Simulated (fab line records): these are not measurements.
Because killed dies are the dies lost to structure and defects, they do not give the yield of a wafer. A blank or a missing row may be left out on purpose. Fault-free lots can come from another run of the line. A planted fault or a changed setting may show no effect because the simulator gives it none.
fab line records	flow ritCmos
record: lots: 12	wafers: 36	lastDay: 7
route steps=202 shown CONTACT@168
lots that met no fault: from a run of the same line without faults
startH: the number of hours between the record's first day and the start of the first shown wafer of the lot	waitH: time in hours since the lot's previous step	" same as the row above	L1.1+2: a single row standing in for several wafers	- either no value or no given start	* or withheld: withheld	< > ~ a bound
route shown NAME@n: names a module that has steps shown in the file, with the first one's number in the route	usual: mean/standard deviation of fault-free wafers	same: alike in all rows	chamber/n: place in a boat	sites: per-site readings	_std_site: how widely they spread, as a standard deviation	_edge_site: the outer-site mean with the inner-site mean subtracted	radiusMm: for every site, how far away it sits from the centre of the wafer	mask NAME#n: copy n	behind: the most recent tool/chamber to have shaped the wafer	hold: why the lot went on hold/how many hours it stayed there/how the hold came to an end	device: whichever transistor did not switch (one of n, p or np)	end of line: the tests these same wafers got at the end of their route	a step given without rows: its recipe and nothing more	killed: dies that structure and defects cost at the first sort, which is not the same as the wafer's yield	map: dies across one wafer; x = killed, . = not, _ = none there
set.NAME: the setting that was run; set.NAME@STEP: the one run at that earlier step	model.NAME: the simulator's own value behind a step, which no gauge read
steps of the route over a sample of lots; a table a step, a row a wafer
services: when a tool's chamber went out of use (startH, in hours from the record's first day, below 0 if earlier), for how many hours, and the reason
== steps ==
step: RIT_CONTACT_CVD_00
recipe: material: SiO2	targetThkNm: 400	precursor: TEOS	tempC: 390	timeS: 61	rfW: 400
usual: heaterPowerW: 320/62
lot.wafer	tool	chamber	startH	waitH	heaterPowerW
L271.2	pecvd-04	2	57.12	0.0	443
L271.3	"	1	"	"	335
L271.5	"	1	"	"	340
L272.1	pecvd-03	1	59.72	0.1	248
L272.2	"	2	"	"	340
L272.4	"	0	"	"	349
L273.1	pecvd-01	2	63.33	0.1	314
L273.2	"	1	"	"	349
L273.6	"	1	"	"	374
L275.2	pecvd-03	0	71.48	0.0	332
L275.3	"	1	"	"	286
L275.5	"	2	"	"	366
L279.1	pecvd-01	1	93.57	0.1	405
L279.2	"	0	"	"	289
L279.5	"	0	"	"	279
L284.1	pecvd-03	2	116.76	0.1	367
L284.3	"	0	"	"	319
L284.4	"	0	"	"	333
L286.1	pecvd-04	1	130.47	0.1	339
L286.5	"	0	"	"	281
L286.6	"	2	"	"	448
L287.1	pecvd-03	2	138.84	0.1	292
L287.2	"	1	"	"	259
L287.4	"	0	"	"	307
L289.1	pecvd-04	1	150.97	0.1	363
L289.3	"	2	"	"	458
L289.4	"	1	"	"	367
L290.1	pecvd-03	1	152.88	0.1	224
L290.5	"	1	"	"	260
L290.6	"	2	"	"	320
L292.3	pecvd-04	2	164.77	0.0	379
L292.4	"	2	"	"	398
L292.5	"	0	"	"	240
L293.1	pecvd-03	1	169.89	0.1	252
L293.3	"	2	"	"	327
L293.5	"	0	"	"	261
step: RIT_CONTACT_THK_MEAS_01
recipe: reads: SiO2_of_CONTACT_CVD_00
usual: CONTACT_TEOS_THK: 399/5.4
lot.wafer	tool	chamber	startH	waitH	CONTACT_TEOS_THK[nm]
L271.2	filmMetro-02	-	57.18	0.0	395
L271.3	"	-	"	"	393
L271.5	"	-	"	"	399
L272.1	filmMetro-01	-	59.77	0.0	399
L272.2	"	-	"	"	401
L272.4	"	-	"	"	405
L273.1	filmMetro-04	-	63.38	0.0	392
L273.2	"	-	"	"	397
L273.6	"	-	"	"	405
L275.2	filmMetro-04	-	71.54	0.0	390
L275.3	"	-	"	"	390
L275.5	"	-	"	"	394
L279.1	filmMetro-01	-	93.62	0.0	341
L279.2	"	-	"	"	399
L279.5	"	-	"	"	405
L284.1	filmMetro-02	-	116.81	0.0	397
L284.3	"	-	"	"	387
L284.4	"	-	"	"	397
L286.1	filmMetro-04	-	130.52	0.0	393
L286.5	"	-	"	"	396
L286.6	"	-	"	"	398
L287.1	filmMetro-02	-	138.89	0.0	393
L287.2	"	-	"	"	395
L287.4	"	-	"	"	399
L289.1	filmMetro-01	-	151.02	0.0	399
L289.3	"	-	"	"	404
L289.4	"	-	"	"	402
L290.1	filmMetro-01	-	152.95	0.1	396
L290.5	"	-	"	"	403
L290.6	"	-	"	"	403
L292.3	filmMetro-01	-	164.84	0.0	400
L292.4	"	-	"	"	402
L292.5	"	-	"	"	396
L293.1	filmMetro-01	-	169.94	0.0	394
L293.3	"	-	"	"	394
L293.5	"	-	"	"	403
== services ==
tool	chamber	startH	hours	kind
pecvd-03	-	91.22	6.0	pm
pecvd-01	1	129.70	8.2	repair
pecvd-03	0	148.17	20.0	repair
== key ==
firstSign: step: RIT_CONTACT_THK_MEAS_01	reading: CONTACT_TEOS_THK	direction: down	sigmas: 11	usual: 399	struck: 341
effect none on later readings
metAt RIT_CONTACT_CVD_00
struckLots L279
struckWafers L279.1
testerLeftOut L279
onsetBetween 63.33 93.57
fault: kind: siteProfileDrift	tool: pecvd-01	chamber: 1	onsetH: 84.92	steps: RIT_CONTACT_CVD_00	basis: fraction	maxAbsDrift: 0.3472	slopeSharePerHr: 77.157	sitePattern: 0,0,0,0,0,-1,-1,-1,-1
testerLeftOut: of these lots the tester's yield and bins aren't shown, on N5 and GAA mostly nor the transistor test; their killed dies are dies lost to structure and defects alone, not to doping, threshold or leakage, so they don't give the yield
